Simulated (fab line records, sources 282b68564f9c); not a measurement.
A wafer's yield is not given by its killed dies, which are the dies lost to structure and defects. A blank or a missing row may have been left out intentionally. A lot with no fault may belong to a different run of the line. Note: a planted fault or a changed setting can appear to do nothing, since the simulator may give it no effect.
Struck lot and sound lot, side by side ; flow rit cmos ; 15 steps out of a route of 202
Sound: wafers L436.4, L436.5, L436.6. Wafers struck: L449.4, L449.5, L449.6. The cause is given at the end.
Per side, at each step with rows, come the tool, then ch with its chambers, and then its first start. Under that, the readings that differ: sound wafers ; struck wafers ; difference of the means ; sigmas: that difference in standard deviations of wafers without a fault.
alike: a reading whose means differ by less than 2 such deviations, as well as words and numbers matching on both sides. not compared: withheld readings; readings where some wafer has no value; bounds like >300 that might hide an equal value; numbers whose values overlap and for which the record gives no deviation.
Wherever a step has rows on one side only, a row that says differs or no value, or a row with sigmas, the two part there. Non-overlapping numbers with no deviation appear without sigmas and do not part them. A reading missing from all wafers of one side parts the sides only when that side holds two or more wafers.

first, 2 steps without rows for these wafers: RIT_NSD_PEB_04; RIT_NSD_DEVELOP_05 (develop time 50 s).
RIT_NSD_OVL_MEAS_06:
  struck on overlay-02, day 6 21:43; sound on overlay-02, day 4 07:31
  alike: NSD_OVL
then, 2 steps without rows for these wafers: RIT_NSD_HARDBAKE_07 (time 60 s); RIT_NSD_IMPLANT_08.
RIT_NSD_STRIP_09: strips in O2, time 180 s.
  sound on plasma asher-02 ch 0,1, day 4 07:53; struck on plasma asher-03 ch 0,1, day 6 22:09
  alike: drypump motor current A
  not compared: rf hours counter h
RIT_NSD_TW_MEAS_10:
  struck on film metro-04, day 6 22:18; sound on film metro-04, day 4 08:02
reading;sound;struck;difference;sigmas
NSD_TW;3085 3103 3090;3135 3141 3123;+40;+3
then, 5 steps without rows for these wafers: RIT_PSD_HMDS_00 (prime time 60 s); RIT_PSD_COAT_01 (resist thk 1000 nm); RIT_PSD_SOFTBAKE_02 (time 60 s); RIT_PSD_EXPOSE_03 (exposes mask M10, target cd 40900 nm); RIT_PSD_PEB_04.
RIT_PSD_DEVELOP_05: develop time 50 s.
  sound on litho track-01 ch 0, day 4 08:00; struck on litho track-04 ch 0, day 6 23:00
reading;sound;struck;difference;sigmas
developer temp C (C);23.05 23.01 23.07;20.57 20.57 20.64;-2.45;-22
RIT_PSD_OVL_MEAS_06:
  struck on overlay-01, day 6 23:12; sound on overlay-02, day 4 08:56
reading;sound;struck;difference;sigmas
PSD_OVL (nm);-0.7 -1.8 -3.3;1.2 1.9 0.7;+3.2;+2
RIT_M1_PROBE_99:
  only the struck wafers here have rows in the record (prober-01, day 7 07:52); the sound ones have none

## WHERE THEY PART
Last at RIT_M1_PROBE_99 as far as this record goes, first at RIT_NSD_TW_MEAS_10.

WHY: what the simulator had put in
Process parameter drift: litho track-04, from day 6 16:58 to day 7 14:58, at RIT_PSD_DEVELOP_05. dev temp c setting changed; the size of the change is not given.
